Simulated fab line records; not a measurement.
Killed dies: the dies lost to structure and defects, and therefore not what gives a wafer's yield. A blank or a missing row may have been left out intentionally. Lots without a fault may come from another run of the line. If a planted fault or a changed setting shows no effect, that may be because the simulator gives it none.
The tool behind it: which one? ; flow berkeley-cmos170 ; route of 331 steps, sampled at 1 step: 7 lots, 21 wafers

## WHAT THE GAUGES READ, wafer by wafer
UCB170_GATE_CD_MEAS_12: the cd target is 350 nm.
lot;measured;on;cd-nm (nm)
L336;day 6 21:39;cd-sem-02;351.2 352.5 352.5
L340;day 7 16:32;cd-sem-01;350.4 350.3 349.9
L341;day 7 17:20;cd-sem-01;350.3 350.1 350.0
L351;day 10 06:37;cd-sem-01;347.1 347.5 347.3
L349;day 10 06:41;cd-sem-02;351.4 351.5 351.2
L353;day 10 07:00;cd-sem-01;349.9 349.8 349.1
L355;day 10 23:41;cd-sem-02;351.7 352.1 350.3

## TOOL THAT RAN EACH LOT (tool first, then ch and the chambers of the sampled wafers, then the start)
The record shows no process step preceding these readings.

## THE ANSWER, worked out from the rows above alone
Rule: what is usual is taken from the lots themselves. The widest of any qualifying gaps counts: lots, ordered by their means at a reading, are off when they make up no more than a third of the lots, leave a main group of 4 or more, and stand apart from it by 3 or more times the standard deviation of that group's means. A main group is skipped when, at the precision printed for the reading in the tables above, its means are all equal. Also off: a lot with no number at a reading for which 4 or more lots have one. All remaining lots with rows at the step are treated as sound.
No lot is off on any of the readings shown, so nothing can be concluded from this.

## WHAT THE SIMULATOR HAD INSERTED
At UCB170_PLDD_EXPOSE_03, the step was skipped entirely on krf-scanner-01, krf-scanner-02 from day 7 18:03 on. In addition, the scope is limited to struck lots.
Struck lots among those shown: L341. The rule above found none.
